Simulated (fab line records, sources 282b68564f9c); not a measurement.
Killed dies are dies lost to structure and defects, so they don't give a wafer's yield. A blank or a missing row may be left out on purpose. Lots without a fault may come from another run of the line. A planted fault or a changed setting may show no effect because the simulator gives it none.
fab line records | flow rit_cmos
record lots=14 wafers=42 last_day=8
route steps=202 shown PRETRO@66 M1@202
lots that met no fault: from a run of the same line without faults
start_h: hours from the record's first day to the start of the lot's first wafer shown | wait_h: hours since the lot's step before | " the same as in the row above | L1.1+2: a row that stands for several wafers | - no value, or no start given | * or withheld: withheld | < > ~ a bound
route shown NAME@n: a module of which the file shows steps, and the number in the route of the first | usual: mean/standard deviation of fault-free wafers | same: alike in all rows | chamber/n: place in a boat | sites: the reading at each site | _std_site: their standard deviation | _edge_site: outer sites' mean less inner sites' | radius_mm: how far each site lies from the wafer's centre | mask NAME#n: copy n | behind: the tool/chamber that last shaped the wafer | hold: why the lot was held/for how many hours/how that ended | device: the transistor (n, p or np) that didn't switch | end of line: the same wafers' tests at the end of the route | a step without rows: its recipe alone | killed: dies lost to structure and defects at the first sort, not the wafer's yield | map: a wafer's dies, x killed, . not, _ none there
set.NAME: the setting as run; set.NAME@STEP: as run at that earlier step | model.NAME: the simulator's own value behind a step, which no gauge read
steps of the route over a sample of lots; a table a step, a row a wafer
## steps
# step RIT_PRETRO_SOFTBAKE_02
# recipe resist=NOVOLAK temp_c=90 time_s=60
# usual heater_power_total_W=34.57/0.055 plate_temp_C=90.00/0.13 resist_line_temp_C=22.98/0.091
# columns lot.wafer tool chamber start_h wait_h heater_power_total_W plate_temp_C resist_line_temp_C
L860.3 litho_track-01 0 32.38 0.1 34.54 90.01 22.96
L860.4 " 0 " " 34.58 90.14 23.04
L860.5 " 0 " " 34.64 90.01 22.97
L861.1 litho_track-03 0 39.50 0.1 34.63 90.15 22.90
L861.2 " 0 " " 34.56 90.07 22.99
L861.3 " 0 " " 34.62 90.07 22.90
L862.2 litho_track-01 0 42.87 0.1 34.48 89.87 23.07
L862.3 " 0 " " 34.53 90.04 23.23
L862.5 " 0 " " 34.55 90.27 23.09
L863.1 litho_track-02 0 48.08 0.1 34.60 89.92 23.08
L863.2 " 0 " " 34.54 89.82 23.14
L863.6 " 0 " " 34.53 89.98 23.02
L866.2 litho_track-03 0 60.05 0.1 34.48 90.24 23.05
L866.4 " 0 " " 34.62 90.24 22.95
L866.5 " 0 " " 34.59 90.05 23.08
L868.1 litho_track-02 0 71.46 0.1 34.65 90.04 23.08
L868.4 " 0 " " 34.60 90.08 22.91
L868.5 " 0 " " 34.60 89.90 22.96
L872.1 litho_track-02 0 90.74 0.1 34.56 89.78 23.08
L872.2 " 0 " " 34.64 89.89 22.99
L872.5 " 0 " " 34.59 89.71 23.09
L873.3 litho_track-03 0 95.10 0.1 34.21 89.09 23.10
L873.4 " 0 " " 34.27 89.29 23.08
L873.6 " 0 " " 34.25 89.20 23.06
L874.2 litho_track-03 0 100.92 0.1 34.31 89.21 23.01
L874.5 " 0 " " 34.18 89.22 22.95
L874.6 " 0 " " 34.24 89.17 23.04
L875.2 litho_track-01 0 106.32 0.1 34.59 89.92 22.86
L875.3 " 0 " " 34.56 90.04 22.81
L875.5 " 0 " " 34.56 90.03 22.85
L877.1 litho_track-02 0 116.45 0.1 34.60 89.98 23.10
L877.2 " 0 " " 34.63 90.29 22.94
L877.3 " 0 " " 34.68 90.09 23.03
L879.2 litho_track-01 0 126.02 0.1 34.43 89.95 23.07
L879.4 " 0 " " 34.59 89.98 22.91
L879.5 " 0 " " 34.55 90.08 22.85
L880.1 litho_track-01 0 130.30 0.1 34.63 89.95 22.88
L880.3 " 0 " " 34.49 90.11 23.07
L880.6 " 0 " " 34.50 90.17 22.90
L883.1 litho_track-01 0 145.25 0.1 34.57 90.10 23.03
L883.2 " 0 " " 34.56 89.89 22.92
L883.4 " 0 " " 34.65 90.13 22.84
# step RIT_M1_PROBE_99
# usual killed_at_M0_to_M3=0.0/0.16 killed_at_contacts=0.1/0.25 killed_at_front_end=7/3.2 killed_dies=7/3.2 killed_open=3.5/2.1 killed_short=3.5/2.1
# same gross_dies=264 killed_at_M4_up=0 killed_at_back_side=0 killed_at_other=0
# columns lot.wafer tool chamber start_h wait_h killed_at_M0_to_M3 killed_at_contacts killed_at_front_end killed_dies killed_open killed_short
L862.2 prober-02 - 73.03 0.1 0 0 6 6 3 3
L862.3 prober-02 - 73.08 0.2 0 0 9 9 3 6
L862.5 prober-02 - 73.18 0.2 0 0 6 6 2 4
L866.2 prober-02 - 89.64 0.1 0 0 7 7 4 3
L866.4 prober-02 - 89.74 0.2 0 0 3 3 2 1
L866.5 prober-02 - 89.79 0.2 0 0 5 5 5 0
L873.3 prober-02 - 123.55 0.2 0 0 11 11 6 5
L873.4 prober-02 - 123.60 0.2 1 0 14 15 10 5
L873.6 prober-02 - 123.70 0.2 0 0 10 10 5 5
L883.1 prober-02 - 181.02 0.1 0 0 7 7 2 5
L883.2 prober-02 - 181.07 0.1 0 0 7 7 3 4
L883.4 prober-02 - 181.17 0.2 0 0 7 7 4 2
# killed by level:class
L862.2 FOX1:geometric_particle:short=3 FOX2:geometric_particle:open=1 GATE:geometric_particle:open=1 REOX:geometric_particle:open=1
L862.3 GATE:geometric_particle:short=3 FOX1:geometric_particle:open=2 REOX:geometric_particle:short=2 FOX2:geometric_particle:short=1 SPACER:geometric_particle:open=1
L862.5 REOX:geometric_particle:short=2 FOX1:geometric_particle:short=1 FOX1:geometric_particle:open=1 FOX2:geometric_particle:open=1 SPACER:geometric_particle:short=1
L866.2 GATE:geometric_particle:open=4 REOX:geometric_particle:short=2 GATE:geometric_particle:short=1
L866.4 GATE:geometric_particle:open=2 GATE:geometric_particle:short=1
L866.5 FOX1:geometric_particle:open=2 FOX2:geometric_particle:open=1 GATE:geometric_particle:open=1 SPACER:geometric_particle:open=1
L873.3 GATE:geometric_particle:short=3 GATE:geometric_particle:open=2 REOX:geometric_particle:open=2 REOX:geometric_particle:short=2 FOX1:geometric_particle:open=1 SILICIDE:geometric_particle:open=1
L873.4 GATE:geometric_particle:open=3 SPACER:geometric_particle:open=3 GATE:geometric_particle:short=2 REOX:geometric_particle:short=2 FOX1:geometric_particle:open=1 REOX:geometric_particle:open=1 SPACER:geometric_particle:short=1 SILICIDE:geometric_particle:open=1
L873.6 GATE:geometric_particle:short=4 GATE:geometric_particle:open=2 REOX:geometric_particle:open=2 FOX2:geometric_particle:open=1 SPACER:geometric_particle:short=1
L883.1 SPACER:geometric_particle:short=3 FOX1:geometric_particle:short=1 REOX:geometric_particle:short=1 REOX:geometric_particle:open=1 SILICIDE:geometric_particle:open=1
L883.2 FOX1:geometric_particle:short=1 FOX2:geometric_particle:open=1 FOX2:geometric_particle:short=1 GATE:geometric_particle:open=1 REOX:geometric_particle:short=1 SILICIDE:geometric_particle:open=1 SILICIDE:geometric_particle:short=1
L883.4 GATE:geometric_particle:open=2 ACTIVE:geometric_particle:open=1 ACTIVE:geometric_particle:short=1 GATE:geometric_particle:short=1 SPACER:geometric_particle:open=1 GATE:coat_microbubble_printed=1
## key
first_sign step=RIT_PRETRO_SOFTBAKE_02 reading=plate_temp_C direction=down sigmas=6.3 usual=* struck=*
effect step=RIT_PRETRO_SOFTBAKE_02 reading=heater_power_total_W direction=down sigmas=5.9 usual=34.57 struck=34.24
met_at RIT_PRETRO_SOFTBAKE_02
struck_lots L873,L874
tester_left_out L873,L874
onset_between 60.05 95.10
fault kind=process_parameter_drift tool=litho_track-03 chamber=- onset_h=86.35 steps=RIT_PRETRO_SOFTBAKE_02 channel=temp_c offset=* shape=step end_h=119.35 acts_in=* stated=*
# tester_left_out: of these lots the tester's yield and bins aren't shown, on N5 and GAA mostly nor the transistor test; their killed dies are dies lost to structure and defects alone, not to doping, threshold or leakage, so they don't give the yield
